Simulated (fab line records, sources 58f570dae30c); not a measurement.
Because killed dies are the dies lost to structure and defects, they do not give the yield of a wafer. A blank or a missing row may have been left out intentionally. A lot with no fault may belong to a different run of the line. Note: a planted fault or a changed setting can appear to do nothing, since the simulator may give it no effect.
Which tool is to blame?	flow berkeleyCmos170	45 wafers from 15 lots sampled at 4 of the route's 331 steps

== WHAT EACH GAUGE READ, for each wafer ==
UCB170_NSD_CD_MEAS_06 targets a cd of 1200 nm.
lot	measured	on	cdNm (nm)
L929	day 9 02:59	cdSem-02	1197.0 1197.3 1198.6
L930	day 9 03:17	cdSem-01	1202.0 1199.6 1200.7
L931	day 9 17:26	cdSem-01	1201.7 1202.5 1201.3
L934	day 10 12:39	cdSem-02	1197.9 1199.3 1199.2
L935	day 10 13:21	cdSem-02	1198.7 1198.3 1200.6
L936	day 11 03:33	cdSem-01	1198.2 1198.0 1198.3
L937	day 11 03:45	cdSem-01	1199.8 1200.2 1200.1
L939	day 11 03:59	cdSem-01	1198.9 1199.6 1199.0
L943	day 11 14:49	cdSem-02	1200.1 1200.2 1198.6
L945	day 12 01:16	cdSem-01	1198.7 1199.6 1198.2
L946	day 12 01:31	cdSem-01	1198.5 1199.6 1199.0
L944	day 12 01:40	cdSem-02	1197.6 1197.4 1196.6
L948	day 12 05:20	cdSem-01	1198.6 1197.6 1199.1
L950	day 13 06:47	cdSem-02	1200.2 1198.6 1199.9
L951	day 13 07:28	cdSem-02	1200.9 1199.8 1200.2

UCB170_M2_OVL_MEAS_16.
lot	measured	on	M2_OVL (nm)
L929	day 9 17:38	overlay-01	-4 -3 1
L930	day 9 19:47	overlay-01	2 3 5
L931	day 10 14:19	overlay-01	9 16 14
L934	day 11 06:52	overlay-02	-2 1 -6
L935	day 11 14:35	overlay-01	5 5 7
L936	day 12 02:50	overlay-01	2 1 6
L937	day 12 02:02	overlay-01	4 5 3
L939	day 12 04:16	overlay-01	0 3 1
L943	day 12 13:14	overlay-02	3 2 -5
L945	day 12 21:54	overlay-02	1 0 -3
L946	day 12 23:21	overlay-01	4 4 1
L944	day 13 00:07	overlay-01	-14 -13 -18
L948	day 13 02:23	overlay-01	-3 -5 0
L950	day 14 00:14	overlay-01	10 4 4
L951	day 14 05:00	overlay-02	-1 -6 -3

== TOOL THAT RAN EACH LOT (tool first, then ch and the chambers of the sampled wafers, then the start) ==
lot	UCB170_M1_METAL_ETCH_12	UCB170_V1_CMP_02
L929	rieMetal-03 ch 0,1, day 9 11:06	cmp-02 ch 0,1,3, day 9 13:05
L930	rieMetal-01 ch 0,1, day 9 11:58	cmp-02 ch 0,1,2, day 9 14:20
L931	rieMetal-03 ch 0,1, day 10 04:43	cmp-01 ch 0,2,3, day 10 06:44
L934	rieMetal-03 ch 0,1, day 10 22:56	cmp-01 ch 0,1,3, day 11 00:55
L935	rieMetal-01 ch 0,1, day 11 01:35	cmp-01 ch 1,3, day 11 04:31
L936	rieMetal-04 ch 0, day 11 16:01	cmp-01 ch 1,3, day 11 17:58
L937	rieMetal-03 ch 0,1, day 11 16:17	cmp-02 ch 1,3, day 11 19:18
L939	rieMetal-04 ch 0,1, day 11 17:44	cmp-01 ch 0,1,2, day 11 20:35
L943	rieMetal-01 ch 0,1, day 12 02:49	cmp-01 ch 0,3, day 12 04:48
L945	rieMetal-04 ch 0,1, day 12 11:54	cmp-01 ch 1,3, day 12 13:46
L946	rieMetal-01 ch 0,1, day 12 13:35	cmp-02 ch 2,3, day 12 15:29
L944	rieMetal-04 ch 0,1, day 12 13:43	cmp-02 ch 0,1,2, day 12 16:49
L948	rieMetal-04 ch 0,1, day 12 17:37	cmp-02 ch 0,2,3, day 12 20:45
L950	rieMetal-01 ch 0,1, day 13 18:01	cmp-01 ch 0,1,3, day 13 19:58
L951	rieMetal-01 ch 0,1, day 13 20:51	cmp-01 ch 1,2,3, day 13 23:23
- UCB170_M1_METAL_ETCH_12: etches Al in Cl2/BCl3, stops on PSG, target depth 780 nm, time 130 s.
- UCB170_V1_CMP_02: polishes SiO2.

== WHAT THE TOOLS THEMSELVES READ (means of the sampled wafers that have a number; where no wafer has one, the mark that the record gives instead) ==
UCB170_M1_METAL_ETCH_12.
lot	tool	drypumpMotorCurrentA (A)	oesProductAu (a.u.)	rfFwdPowerW (W)	throttleValvePct (%)
L929	rieMetal-03	5.5	0.852	596.7	24.1
L930	rieMetal-01	5.0	0.839	597.3	24.4
L931	rieMetal-03	5.2	0.847	596.9	24.3
L934	rieMetal-03	5.5	0.853	594.8	24.1
L935	rieMetal-01	4.9	0.849	596.2	24.4
L936	rieMetal-04	5.7	0.863	598.0	23.9
L937	rieMetal-03	5.2	0.850	594.7	24.3
L939	rieMetal-04	5.4	0.869	596.6	24.6
L943	rieMetal-01	5.0	0.846	598.6	24.4
L945	rieMetal-04	5.4	0.857	550.7	24.6
L946	rieMetal-01	4.9	0.853	598.1	24.5
L944	rieMetal-04	5.5	0.861	573.5	24.3
L948	rieMetal-04	5.4	0.874	549.8	24.6
L950	rieMetal-01	4.9	0.848	599.4	24.5
L951	rieMetal-01	5.0	0.845	596.9	24.4

UCB170_V1_CMP_02.
lot	tool	motorCurrentA (A)
L929	cmp-02	15.7
L930	cmp-02	17.3
L931	cmp-01	17.9
L934	cmp-01	17.3
L935	cmp-01	16.9
L936	cmp-01	17.4
L937	cmp-02	15.4
L939	cmp-01	17.7
L943	cmp-01	19.1
L945	cmp-01	17.5
L946	cmp-02	18.3
L944	cmp-02	16.8
L948	cmp-02	17.0
L950	cmp-01	17.8
L951	cmp-01	17.0

== THE ANSWER, worked out from the rows above alone ==
Rule: usual is defined by the lots themselves. The widest of any qualifying gaps counts: lots, ordered by their means at a reading, are off when they make up no more than a third of the lots, leave a main group of 4 or more, and stand apart from it by 3 or more times the standard deviation of that group's means. The tables above print the reading to a certain number of digits; a main group whose means all agree to those digits is not used. Also off: a lot with no number at a reading for which 4 or more lots have one. Any other lot the step has rows for is counted as sound. After the gauges, taken in route order, come the tools' own readings; for these a lot's mean is taken, as printed above. The first step at which some lot is off is used, and at that step the reading that is off furthest; a lot without a number counts as furthest.
Off: L945, L944, L948, at UCB170_M1_METAL_ETCH_12 (rfFwdPowerW). For the main group the mean is 597.0 W and the standard deviation 1.3.
A tool fits if, at that step or a process step before it, it ran every lot that is off, and no sound lot after the first of them. One candidate fits, namely rieMetal-04 at UCB170_M1_METAL_ETCH_12. A fault onset in the window from L939 (day 11 17:44, its last sound lot) to L945 (day 12 11:54, its first lot off) fits.
On the lots that are off, the tool's own readings at UCB170_M1_METAL_ETCH_12 differ by more than 5 times the standard deviation of the sound lots' means, which bears it out; rfFwdPowerW reads 558.0 W there versus 597.0 W on the sound lots.

== WHAT THE SIMULATOR PUT IN ==
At UCB170_M1_METAL_ETCH_12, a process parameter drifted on rieMetal-04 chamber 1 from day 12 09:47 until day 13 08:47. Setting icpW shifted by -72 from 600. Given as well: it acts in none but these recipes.
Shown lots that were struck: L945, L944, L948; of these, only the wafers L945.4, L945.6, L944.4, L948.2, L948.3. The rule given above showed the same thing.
